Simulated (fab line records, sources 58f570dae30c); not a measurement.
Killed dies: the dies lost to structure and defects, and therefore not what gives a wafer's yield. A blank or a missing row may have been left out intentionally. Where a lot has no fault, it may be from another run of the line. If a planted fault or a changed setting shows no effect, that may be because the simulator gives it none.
2 desks, one fault    flow berkeley_cmos170    each desk holds nothing but its own numbers, with what lay behind them at the end

DESK OF THE TOOL OWNER: lpcvd-02
The tool's own readings at UCB170_PWELL_CVD_05 (deposits Si3N4 from SiH2Cl2/NH3, target thk 220 nm, time 3300 s): means of the sampled wafers that have a number, for each lot that ran on this tool. A lot is out of limits, marked OUT, if its mean lies more than 4 standard deviations from the usual mean; the brackets give that distance.
Columns: A = sih2cl2_flow_sccm at UCB170_PWELL_CVD_05, usual 25.00 sccm; B = zone_power_source_pct at UCB170_PWELL_CVD_05, usual 24.3 %
lot   first seen here  A      B
L666  day 3 06:53      25.00  23.9
L667  day 3 06:53      24.96  24.1
L668  day 3 17:36      25.00  23.9
L669  day 4 01:58      25.03  21.1
L689  day 8 02:42      24.92  24.0
This desk found nothing out of limits on any of the 5 lots.

FROM THE METROLOGY DESK
What the gauges read, lot by lot, whatever tool the lot ran on: means of the sampled wafers that have a number. A lot is out of limits, marked OUT, if its mean lies more than 4 standard deviations from the usual mean; the brackets give that distance.
Columns: A = PWELL_NITRIDE_THK at UCB170_PWELL_THK_MEAS_06, usual 221.1 nm
lot   first seen here  A
L666  day 3 08:49      223.6
L667  day 3 08:50      220.8
L668  day 3 19:31      224.3
L669  day 4 03:52      184.0 (-18) OUT
L673  day 4 12:49      218.8
L681  day 6 14:38      221.9
L682  day 6 14:39      218.8
L686  day 7 19:20      221.7
L687  day 7 19:21      220.3
L688  day 7 19:22      218.8
L689  day 8 04:37      220.4
Per this desk, out of limits: L669; the first was L669, day 4 03:52 (PWELL_NITRIDE_THK at UCB170_PWELL_THK_MEAS_06). L666, L667, L668, L673, L681, L682, L686, L687, L688, L689: within limits.

TAKEN TOGETHER
An alarm was possible from the metrology desk at day 4 03:52, on L669.
Nothing out of limits was seen by the tool owner's desk.
Tool owner's desk: L669 on record, inside its limits.
The lots listed all ran UCB170_PWELL_CVD_05 on lpcvd-02.

WHAT WAS PUT IN BY THE SIMULATOR
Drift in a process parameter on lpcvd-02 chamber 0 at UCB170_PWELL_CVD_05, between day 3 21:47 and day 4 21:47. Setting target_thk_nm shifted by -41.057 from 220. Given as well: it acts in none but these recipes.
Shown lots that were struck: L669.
Time in hours between the start of the fault and the first out-of-limits reading at each desk: metrology desk, 6.
